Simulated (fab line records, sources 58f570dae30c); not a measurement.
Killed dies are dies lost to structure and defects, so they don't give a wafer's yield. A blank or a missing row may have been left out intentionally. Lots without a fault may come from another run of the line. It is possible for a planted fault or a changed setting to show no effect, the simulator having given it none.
Which of the tools did it?    flow berkeley cmos170    14 lots, 42 wafers sampled, at 3 steps of a route of 331

## WHAT EACH GAUGE READ, for each wafer
UCB170_V1_CD_MEAS_90: the cd target is 700 nm. Usual: cd nm reads 699.6 nm (standard deviation 1.7).
lot   measured      on         cd nm (nm)         flag
L600  day 8 02:31   cd sem-01  698.3 699.8 698.9  
L602  day 8 21:05   cd sem-01  701.2 699.0 700.8  
L604  day 8 22:11   cd sem-02  700.1 699.0 699.9  
L601  day 8 23:26   cd sem-02  697.0 699.4 700.0  
L605  day 9 14:25   cd sem-01  702.8 702.4 703.8  
L606  day 9 22:37   cd sem-01  698.4 700.0 699.8  
L608  day 10 00:42  cd sem-01  700.3 699.7 700.4  
L607  day 10 00:51  cd sem-01  702.1 701.2 702.5  
L611  day 10 15:33  cd sem-02  695.8 697.6 696.9  
L610  day 10 15:30  cd sem-01  699.5 698.9 699.3  
L615  day 11 16:58  cd sem-02  699.6 699.9 698.8  
L617  day 12 11:10  cd sem-01  698.9 699.6 699.5  
L620  day 12 15:19  cd sem-01  696.7 697.9 697.0  
L621  day 13 04:59  cd sem-02  699.1 698.8 699.2  

## WHAT TOOL EACH LOT RAN ON (gives the tool, then ch and the chambers of the sampled wafers, and finally the start)
lot   UCB170_CONTACT_ETCH_18              UCB170_V1_ETCH_14
L600  rie diel-04 ch 0,3, day 7 19:00     rie diel-01 ch 0,3, day 8 02:13
L602  rie diel-03 ch 0,1,3, day 8 12:00   rie diel-02 ch 0,2,3, day 8 20:48
L604  rie diel-02 ch 0,1,2, day 8 13:00   rie diel-02 ch 0,2,3, day 8 21:41
L601  rie diel-03 ch 0,1,2, day 8 17:00   rie diel-01 ch 0,1,2, day 8 23:09
L605  rie diel-02 ch 0,1,3, day 9 06:00   rie diel-01 ch 0,1,3, day 9 14:08
L606  rie diel-02 ch 0, day 9 16:00       rie diel-02 ch 1,3, day 9 22:20
L608  rie diel-03 ch 0,2, day 9 16:00     rie diel-02 ch 0,1,3, day 10 00:25
L607  rie diel-02 ch 0,3, day 9 17:00     rie diel-03 ch 0,2,3, day 10 00:34
L611  rie diel-03 ch 0,1, day 10 07:00    rie diel-01 ch 1,3, day 10 15:16
L610  rie diel-02 ch 2,3, day 10 08:00    rie diel-02 ch 2,3, day 10 15:12
L615  rie diel-03 ch 0,3, day 11 10:00    rie diel-02 ch 0,1,2, day 11 16:38
L617  rie diel-04 ch 1,2,3, day 12 04:00  rie diel-01 ch 0,2,3, day 12 10:50
L620  rie diel-03 ch 0,1,2, day 12 08:00  rie diel-02 ch 1,2,3, day 12 15:02
L621  rie diel-02 ch 0,1,3, day 12 22:00  rie diel-01 ch 0,2,3, day 13 04:40
- UCB170_CONTACT_ETCH_18: etches PSG in CHF3/CF4/Ar, stops on TiSi2, target depth 840 nm, time 195 s.
- UCB170_V1_ETCH_14: etches SiO2 in CHF3/CF4/Ar, stops on Al, target depth 1250 nm, time 291 s.

## WHAT THE TOOLS THEMSELVES READ (means of the sampled wafers that have a number; where no wafer has one, the mark that the record gives instead)
UCB170_CONTACT_ETCH_18. Usual: cf4 flow sccm 15.01 sccm, standard deviation 0.042; drypump motor current A 5.8 A, standard deviation 0.61; oes product au 0.887 a.u., standard deviation 0.013; run length s 223.4 s, standard deviation 0.46; throttle valve pct 6.88 %, standard deviation 0.11.
lot   tool         cf4 flow sccm (sccm)  drypump motor current A (A)  oes product au (a.u.)  run length s (s)  throttle valve pct (%)  flag
L600  rie diel-04  15.02                 6.0                          0.890                  223.2             6.82                    
L602  rie diel-03  14.99                 5.8                          0.890                  223.8             6.88                    
L604  rie diel-02  14.99                 5.8                          0.891                  223.5             6.89                    
L601  rie diel-03  14.99                 5.4                          0.883                  223.9             6.92                    
L605  rie diel-02  15.00                 6.1                          0.893                  223.5             6.80                    
L606  rie diel-02  14.99                 6.2                          0.900                  223.5             6.81                    
L608  rie diel-03  15.04                 5.4                          0.875                  223.9             6.96                    
L607  rie diel-02  14.95                 6.0                          0.896                  223.2             6.79                    
L611  rie diel-03  15.01                 5.3                          0.878                  224.0             6.82                    
L610  rie diel-02  15.00                 5.0                          0.885                  223.1             6.93                    
L615  rie diel-03  14.98                 5.9                          0.907                  216.8             6.92                    OFF
L617  rie diel-04  15.00                 5.7                          0.898                  222.7             6.88                    
L620  rie diel-03  14.99                 5.4                          0.927                  216.7             6.92                    OFF
L621  rie diel-02  15.03                 6.1                          0.883                  223.7             6.80                    

UCB170_V1_ETCH_14. Usual: cf4 flow sccm 15.00 sccm, standard deviation 0.042; drypump motor current A 5.6 A, standard deviation 0.67; oes product au 0.867 a.u., standard deviation 0.012; run length s 319.4 s, standard deviation 0.36; throttle valve pct 6.92 %, standard deviation 0.13.
lot   tool         cf4 flow sccm (sccm)  drypump motor current A (A)  oes product au (a.u.)  run length s (s)  throttle valve pct (%)  flag
L600  rie diel-01  15.00                 5.9                          0.886                  319.2             6.82                    
L602  rie diel-02  14.98                 5.5                          0.861                  319.4             6.90                    
L604  rie diel-02  15.01                 5.5                          0.867                  319.7             6.89                    
L601  rie diel-01  15.01                 5.6                          0.870                  319.4             6.87                    
L605  rie diel-01  15.00                 5.3                          0.877                  319.1             6.94                    
L606  rie diel-02  14.99                 6.2                          0.858                  319.3             6.84                    
L608  rie diel-02  14.99                 6.1                          0.862                  319.7             6.83                    
L607  rie diel-03  15.01                 5.9                          0.868                  320.0             7.01                    
L611  rie diel-01  14.97                 4.8                          0.863                  319.1             7.07                    
L610  rie diel-02  15.00                 5.4                          0.858                  319.2             6.88                    
L615  rie diel-02  15.02                 5.8                          0.873                  319.5             6.90                    
L617  rie diel-01  14.99                 5.6                          0.866                  319.0             6.89                    
L620  rie diel-02  14.99                 5.6                          0.859                  319.4             6.90                    
L621  rie diel-01  14.99                 5.6                          0.871                  319.1             6.88                    

## THE ANSWER, worked out from the rows above alone
Rule: take the mean of a lot's wafers that have a number; if it is more than 3 standard deviations from the usual mean, the lot is off. A lot without any number at a reading at which 4 lots or more have one is off too. Where the step has rows for the other lots, those lots are counted as sound. First the gauges in route order, then the tools' own readings, where a lot's mean is used as printed above. At the first step where some lot is off, the reading lying furthest off is the one used; lots without a number count as furthest.
Off, at UCB170_CONTACT_ETCH_18 on run length s: L615, L620.
If a tool, at that step or one of the process steps before it, ran each lot that is off and ran no sound lot following the first of them, it fits. One fits: UCB170_CONTACT_ETCH_18 on rie diel-03. Its last sound lot is L611 (day 10 07:00), its first lot that is off L615 (day 11 10:00): a fault that began between those two fits.
The tool's own readings at UCB170_CONTACT_ETCH_18 bear it out: on the lots that are off they differ by more than 5 times the standard deviation of the sound lots' means. run length s reads 216.8 s there against 223.5 s on the sound lots.

## WHAT THE SIMULATOR HAD INSERTED
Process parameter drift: rie diel-03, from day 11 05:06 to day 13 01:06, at UCB170_CONTACT_ETCH_18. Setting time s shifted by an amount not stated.
Shown lots that were struck: L615, L620. The rule above reached the same finding.
